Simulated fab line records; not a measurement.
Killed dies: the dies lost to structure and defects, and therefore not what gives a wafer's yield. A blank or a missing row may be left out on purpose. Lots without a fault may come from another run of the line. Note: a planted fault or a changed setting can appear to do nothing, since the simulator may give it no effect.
Which tool was responsible? + flow berkeleyCmos170 + 14 lots with 42 wafers sampled at 2 steps, on a route of 331 steps

## WHAT EACH GAUGE READ, for each wafer
UCB170_PSD_CD_MEAS_06 targets a cd of 1200 nm. Usual: 1200.5 nm for cdNm, sd 1.3.
| lot  | measured     | on       | cdNm (nm)            | flag |
|------|--------------|----------|----------------------|------|
| L243 | day 8 02:43  | cdSem-01 | 1200.5 1199.4 1198.8 |      |
| L246 | day 8 12:33  | cdSem-01 | 1200.4 1199.7 1200.3 |      |
| L244 | day 8 12:28  | cdSem-01 | 1200.6 1201.6 1201.8 |      |
| L247 | day 9 06:11  | cdSem-01 | 1199.1 1199.7 1199.4 |      |
| L249 | day 9 06:18  | cdSem-02 | 1196.8 1199.0 1199.6 |      |
| L248 | day 9 06:37  | cdSem-01 | 1200.6 1201.5 1201.0 |      |
| L250 | day 9 16:17  | cdSem-01 | 1200.9 1199.5 1201.0 |      |
| L253 | day 10 04:34 | cdSem-02 | 1201.4 1199.7 1200.0 |      |
| L252 | day 10 05:16 | cdSem-02 | 1201.3 1199.7 1201.5 |      |
| L259 | day 11 15:19 | cdSem-01 | - - -                | OFF  |
| L260 | day 11 14:39 | cdSem-02 | - - -                | OFF  |
| L261 | day 11 22:49 | cdSem-02 | 1201.0 1201.7 1201.7 |      |
| L262 | day 12 08:28 | cdSem-01 | 1202.2 1201.4 1200.4 |      |
| L266 | day 13 07:29 | cdSem-01 | 1200.0 1199.7 1197.9 |      |

## WHAT TOOL EACH LOT RAN ON (gives the tool, then ch and the chambers of the sampled wafers, and finally the start)
| lot  | UCB170_PSD_COAT_01               |
|------|----------------------------------|
| L243 | lithoTrack-02 ch 0, day 8 01:53  |
| L246 | lithoTrack-02 ch 0, day 8 11:24  |
| L244 | lithoTrack-03 ch 0, day 8 11:27  |
| L247 | lithoTrack-04 ch 0, day 9 05:22  |
| L249 | lithoTrack-02 ch 0, day 9 05:22  |
| L248 | lithoTrack-03 ch 0, day 9 05:27  |
| L250 | lithoTrack-03 ch 0, day 9 15:10  |
| L253 | lithoTrack-04 ch 0, day 10 03:45 |
| L252 | lithoTrack-03 ch 0, day 10 03:47 |
| L259 | lithoTrack-04, day 11 13:56      |
| L260 | lithoTrack-03, day 11 13:58      |
| L261 | lithoTrack-03 ch 0, day 11 22:00 |
| L262 | lithoTrack-03 ch 0, day 12 07:32 |
| L266 | lithoTrack-04 ch 0, day 13 06:40 |
- UCB170_PSD_COAT_01: resist thk 900 nm.

## WHAT THE TOOLS THEMSELVES READ (means of the sampled wafers that have a number; where no wafer has one, the mark that the record gives instead)
UCB170_PSD_COAT_01. Usual: chillPlateTempC 22.99 C, standard deviation 0.1; dispensePressureKPa 51.6 kPa, standard deviation 1.8.
| lot  | tool          | chillPlateTempC (C) | dispensePressureKPa (kPa) | flag |
|------|---------------|---------------------|---------------------------|------|
| L243 | lithoTrack-02 | 22.90               | 52.2                      |      |
| L246 | lithoTrack-02 | 22.97               | 52.1                      |      |
| L244 | lithoTrack-03 | 22.99               | 52.9                      |      |
| L247 | lithoTrack-04 | 23.04               | 48.2                      |      |
| L249 | lithoTrack-02 | 22.98               | 52.2                      |      |
| L248 | lithoTrack-03 | 22.99               | 52.9                      |      |
| L250 | lithoTrack-03 | 22.99               | 52.9                      |      |
| L253 | lithoTrack-04 | 22.87               | 48.2                      |      |
| L252 | lithoTrack-03 | 23.00               | 52.9                      |      |
| L259 | lithoTrack-04 | -                   | -                         | OFF  |
| L260 | lithoTrack-03 | -                   | -                         | OFF  |
| L261 | lithoTrack-03 | 23.07               | 52.9                      |      |
| L262 | lithoTrack-03 | 23.14               | 52.8                      |      |
| L266 | lithoTrack-04 | 23.03               | 48.2                      |      |

## THE ANSWER, worked out from the rows above alone
Rule: lot off if the mean of its wafers having a number is beyond 3 standard deviations from the usual mean. A lot without any number at a reading at which 4 lots or more have one is off too. All remaining lots with rows at the step are treated as sound. The gauges are gone through in route order, then the tools' own readings, and for those a lot's mean is taken as printed above. The first step at which some lot is off is used, and at that step the reading that is off furthest; a lot without a number counts as furthest.
Off at UCB170_PSD_CD_MEAS_06 (cdNm): L259, L260. Without a number there: L259, L260.
If a tool, at a process step before that reading, ran all the lots that are off and no sound lot after the first of them, it fits. Not tried: the gauges at UCB170_PSD_CD_MEAS_06; whatever is off there is also off at UCB170_PSD_COAT_01, on other tools, and gauge error can't account for it. Of those tried, none fits.

## WHAT WAS PUT IN BY THE SIMULATOR
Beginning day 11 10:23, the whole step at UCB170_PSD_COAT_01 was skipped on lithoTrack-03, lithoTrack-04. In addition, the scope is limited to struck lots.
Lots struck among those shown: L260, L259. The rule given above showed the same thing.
